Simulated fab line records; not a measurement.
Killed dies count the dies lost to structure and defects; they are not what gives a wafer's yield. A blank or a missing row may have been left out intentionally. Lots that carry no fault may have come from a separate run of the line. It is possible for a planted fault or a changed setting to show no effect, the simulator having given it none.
Problem report in the 8D (eight disciplines) form, filled by code	flow berkeley-cmos170	the parts of the form that need people (team, actions taken, sign-off) are left out

## 1. THE ISSUE
strip-time-to-endpoint-s at UCB170_V1_STRIP_15 reads a mean of 16.92 s on 1 wafer of 1 lot; wafers without a fault read 15.33 s with a standard deviation of 0.2. Measured from the usual mean, that is +8.0 standard deviations.
The step: strips in O2.
The first sign was on wafer L290.1 at day 10 07:53, on plasma-asher-02. The record has a number at this step for 36 wafers belonging to 12 lots. Rule for "out", or "out of limits": more than 4 standard deviations from the usual mean. Any other wafer with a number is counted as sound.

## 2. WHAT IT IS AND WHAT IT IS NOT
question	is	is not
which readings at this step	strip-time-to-endpoint-s	drypump-motor-current-A, oes-product-au
which lots	L290	L279, L280, L281, L294, L295, L296, L297, L298, L299, L300, L302
which wafers of those lots	L290.1	L290.2, L290.4
read on which tools	plasma-asher-02	plasma-asher-01, plasma-asher-03
when	from day 10 07:53	up to then (11 sound wafers); but 24 sound wafers of L294, L295, L296, L297, L298, L299, L300, L302 came after

## 3. THE SUSPECTS, EACH WITH WHAT RULES IT OUT
Counting: a tool at a process step up to the reading stays a suspect if it ran every lot that is out. Sound lots after the first of them don't rule it out here, since some wafers of a struck lot are sound.
- plasma-asher-02 at UCB170_CONTACT_STRIP_19 (strips in O2): kept. The lot that is out, L290, ran on it at day 10 00:07; the last sound lot it ran before that was L279, at day 6 19:34.
- rie-diel-03 at UCB170_V1_ETCH_14 (etches SiO2 in CHF3/CF4/Ar, stops on Al, target depth 1250 nm, time 291 s): kept. It ran the lot that is out, L290 (day 10 07:42).
- plasma-asher-02 at UCB170_V1_STRIP_15 (strips in O2): kept. The lot that is out, L290, ran on it at day 10 07:53; the last sound lot it ran before that was L281, at day 8 07:41. On those wafers its own readings are out: strip-time-to-endpoint-s.
- The sound lot-mates ran in chamber 0 of plasma-asher-02 at UCB170_CONTACT_STRIP_19, but the wafers that are out ran in chamber 1.
- In rie-diel-03 at UCB170_V1_ETCH_14, the wafers that are out were processed in chamber 2 and their sound lot-mates in chambers 1, 3.
plasma-asher-02 at UCB170_CONTACT_STRIP_19, rie-diel-03 at UCB170_V1_ETCH_14 and plasma-asher-02 at UCB170_V1_STRIP_15 are what is left after counting.

## 4. THE CAUSE (what the simulator had put in)
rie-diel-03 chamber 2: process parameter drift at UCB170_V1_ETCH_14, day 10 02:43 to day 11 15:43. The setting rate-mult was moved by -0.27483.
Counting left 3 suspects, and this tool is among them.

## 5. THE EFFECT CHAIN, in route order
Each row: a reading whose mean over the struck wafers that have a number lies more than 3 standard deviations from the usual. Scope: only readings with a usual standard deviation given in the record; hours: median across lots of the time from each lot's start at the first step in this table that gives one to its start at this step; sigmas: change in usual standard deviations.
hours	step	reading	usual	on struck wafers	change	sigmas
0	UCB170_V1_ETCH_14	oes-product-au	0.881 a.u.	0.837	-0.044	-3.1
0	UCB170_V1_STRIP_15	strip-time-to-endpoint-s	15.33 s	16.92	+1.59	+8.0
Here are the process steps it includes:
- UCB170_V1_ETCH_14: etches SiO2 in CHF3/CF4/Ar, stops on Al, target depth 1250 nm, time 291 s.
- UCB170_V1_STRIP_15: strips in O2.

## 6. WHAT WOULD HAVE CAUGHT IT SOONER
5 hours passed between the start of the fault at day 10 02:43 and the first reading out of limits in this record, taken at day 10 07:53.
An alarm limit of 4 standard deviations would not have fired on the tool readings at UCB170_V1_ETCH_14 for which the record gives a usual standard deviation, since none of them was out on any struck wafer.
Each of the lots that are out, 1 in all, had begun UCB170_V1_ETCH_14 on rie-diel-03 no later than day 10 07:53. Had the tool been put on hold then, not one of them would have been saved.
